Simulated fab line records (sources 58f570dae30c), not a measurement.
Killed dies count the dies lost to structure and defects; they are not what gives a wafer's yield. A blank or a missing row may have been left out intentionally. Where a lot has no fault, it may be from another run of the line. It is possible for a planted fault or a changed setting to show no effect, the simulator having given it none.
Chamber matching    flow berkeleyCmos170    4 sister chambers for UCB170_ZERO_ETCH_06 on rieDiel-01
The step etches SiO2 in CHF3/CF4/Ar, time 12 s. 14 wafers are shown with their chamber, then 7 later ones without.

EACH WAFER AND ITS CHAMBER
wafer   chamber  drypumpMotorCurrentA (A)  throttleValvePct (%)  oesProductAu (a.u.)
L666.2  2        5.1                       9.45                  0.617
L666.4  3        6.1                       9.37                  0.623
L666.5  2        5.1                       9.41                  0.611
L669.1  0        5.2                       9.37                  0.610
L669.4  2        5.1                       9.41                  0.616
L669.6  2        5.1                       9.42                  0.619
L670.2  0        5.2                       9.39                  0.612
L670.5  0        5.2                       9.36                  0.608
L670.6  1        4.9                       9.47                  0.601
L671.1  3        6.0                       9.37                  0.620
L671.2  2        5.1                       9.43                  0.622
L671.6  2        5.2                       9.43                  0.624
L672.1  2        5.2                       9.43                  0.615
L672.3  3        6.0                       9.34                  0.624

SIGNATURES (averages over the wafers above)
reading               chamber 0  chamber 1  chamber 2  chamber 3  scatter within a chamber
drypumpMotorCurrentA  5.200      4.900      5.129      6.033      0.0458
throttleValvePct      9.3733     9.4700     9.4257     9.3600     0.015
oesProductAu          0.61000    0.60100    0.61771    0.62233    0.00363
Rule: for a wafer and a chamber, the distance is found by dividing, reading by reading, the gap between the wafer's reading and the chamber's mean by the reading's scatter, squaring, summing and taking the root. The wafer belongs to the nearest chamber; if the next one is less than 2 further off, it can't be placed. The scatter: the root of (the sum of the squares of (reading less its chamber's mean) over the shown wafers, divided by (wafers less chambers)).

WAFERS WITHOUT THEIR CHAMBER
wafer   drypumpMotorCurrentA (A)  throttleValvePct (%)  oesProductAu (a.u.)
L672.6  5.2                       9.40                  0.613
L673.3  5.1                       9.40                  0.629
L673.5  5.1                       9.41                  0.617
L673.6  4.9                       9.48                  0.604
L689.1  5.1                       9.42                  0.616
L689.3  5.2                       9.37                  0.614
L689.4  4.8                       9.45                  0.600

THE CHAMBER EACH PASSED THROUGH
wafer   from the rows above      in truth
L672.6  can't be placed: 0 or 2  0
L673.3  2                        2
L673.5  2                        2
L673.6  1                        1
L689.1  2                        2
L689.3  0                        0
L689.4  1                        1
6 of 7 placed correctly. Not placeable from these rows: 1 (in 1, the candidates include the true chamber). Placed wrongly: 0.
